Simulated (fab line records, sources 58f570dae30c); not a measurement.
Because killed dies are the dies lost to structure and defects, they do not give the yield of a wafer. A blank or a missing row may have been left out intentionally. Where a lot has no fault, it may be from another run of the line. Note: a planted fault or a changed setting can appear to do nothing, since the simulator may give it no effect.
The same fault as seen by 2 desks -- flow berkeley cmos170 -- what lay behind the numbers comes last; until then each desk has only its own

## THE METROLOGY DESK
Lot by lot, what the gauges showed, no matter which tool ran the lot: averages of those sampled wafers that carry a number. The brackets show how far a lot's mean lies from the usual mean; more than 4 standard deviations puts the lot out of limits, marked OUT.
Columns: A = SCREENOX_OXIDE_THK at UCB170_SCREENOX_THK_MEAS_02, usual 14.3 nm; B = GATE_OXIDE_THK at UCB170_GATE_THK_MEAS_02, usual 6.61 nm
lot,first seen here,A,B
L906,day 6 07:44,13.8,6.61
L907,day 6 07:44,14.0,6.65
L912,day 7 11:11,14.4,6.66
L909,day 7 11:12,14.5,6.61
L908,day 7 11:16,14.5,6.65
L914,day 7 11:19,14.4,6.60
L913,day 7 11:20,14.2,6.75
L917,day 7 21:59,14.4,6.70
L919,day 8 21:40,14.2,6.47
L922,day 9 03:59,14.3,6.74
L924,day 10 07:23,14.6,6.57
L926,day 10 07:25,14.4,6.38
L927,day 10 07:27,14.7,6.56
This desk's finding: nothing out of limits on any of the 13 lots.

## DESK OF THE TOOL OWNER: rie diel-02
The tool's own readings at UCB170_GATE_ETCH_14 (etches BARC in N2/H2): means of the sampled wafers that have a number, for each lot that ran on this tool. The brackets show how far a lot's mean lies from the usual mean; more than 4 standard deviations puts the lot out of limits, marked OUT.
Columns: A = drypump motor current A at UCB170_GATE_ETCH_14, usual 5.7 A; B = oes product au at UCB170_GATE_ETCH_14, usual 0.999 a.u.; C = throttle valve pct at UCB170_GATE_ETCH_14, usual 13.48 %
lot,first seen here,A,B,C
L906,day 7 08:04,5.6,1.016,13.36
L907,day 7 08:33,5.3,1.020,13.58
L908,day 8 09:28,5.5,0.998,13.39
L909,day 8 10:18,5.6,1.023,13.46
L917,day 8 21:41,5.6,0.939,13.35
This desk's finding: nothing out of limits on any of the 5 lots.

## BROUGHT TOGETHER
From the metrology desk's view, nothing was out of limits.
The tool owner's desk saw nothing out of limits.

## WHAT WAS PUT IN BY THE SIMULATOR
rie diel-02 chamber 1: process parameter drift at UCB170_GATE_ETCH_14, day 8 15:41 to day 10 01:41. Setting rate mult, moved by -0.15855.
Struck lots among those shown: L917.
